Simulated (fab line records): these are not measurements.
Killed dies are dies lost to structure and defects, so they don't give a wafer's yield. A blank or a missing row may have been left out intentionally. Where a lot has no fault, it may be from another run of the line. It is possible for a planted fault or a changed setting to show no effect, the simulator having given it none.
Which tool did it? -- flow rit cmos -- 7 lots, 21 wafers sampled, at 1 step of a route of 202

== WHAT THE GAUGES SHOWED, per wafer ==
RIT_ACTIVE_BOW_MEAS_00.
lot,measured,on,INCOMING_BOW (um)
L397,day 1 20:01,film metro-01,-2 -3 -3
L399,day 2 06:01,film metro-04,1 -4 13
L401,day 2 16:01,film metro-02,7 2 10
L407,day 3 22:00,film metro-01,-11 -13 5
L409,day 4 08:00,film metro-01,4 -6 6
L412,day 4 23:00,film metro-01,-3 -7 8
L417,day 6 00:01,film metro-02,4 5 -9

== EACH LOT AND THE TOOL THAT RAN IT (in order: tool; ch and the chambers of the sampled wafers; start) ==
Before these readings, the record contains no process step.

== THE ANSWER, worked out from the rows above alone ==
Rule: usual is defined by the lots themselves. Put in order of their means at a reading, lots are off if they are a third of the lots or fewer, leave a main group of 4 or more, and stand apart from it by a gap of 3 or more times the standard deviation of the main group's means; of several such gaps the widest counts. A main group whose means are all the same, to the digits that the tables above print for the reading, isn't used. Also off: a lot with no number at a reading for which 4 or more lots have one. Where the step has rows for the other lots, those lots are counted as sound.
No lot is off on any of the readings shown, so nothing can be concluded from this.

== WHAT THE SIMULATOR HAD PUT IN ==
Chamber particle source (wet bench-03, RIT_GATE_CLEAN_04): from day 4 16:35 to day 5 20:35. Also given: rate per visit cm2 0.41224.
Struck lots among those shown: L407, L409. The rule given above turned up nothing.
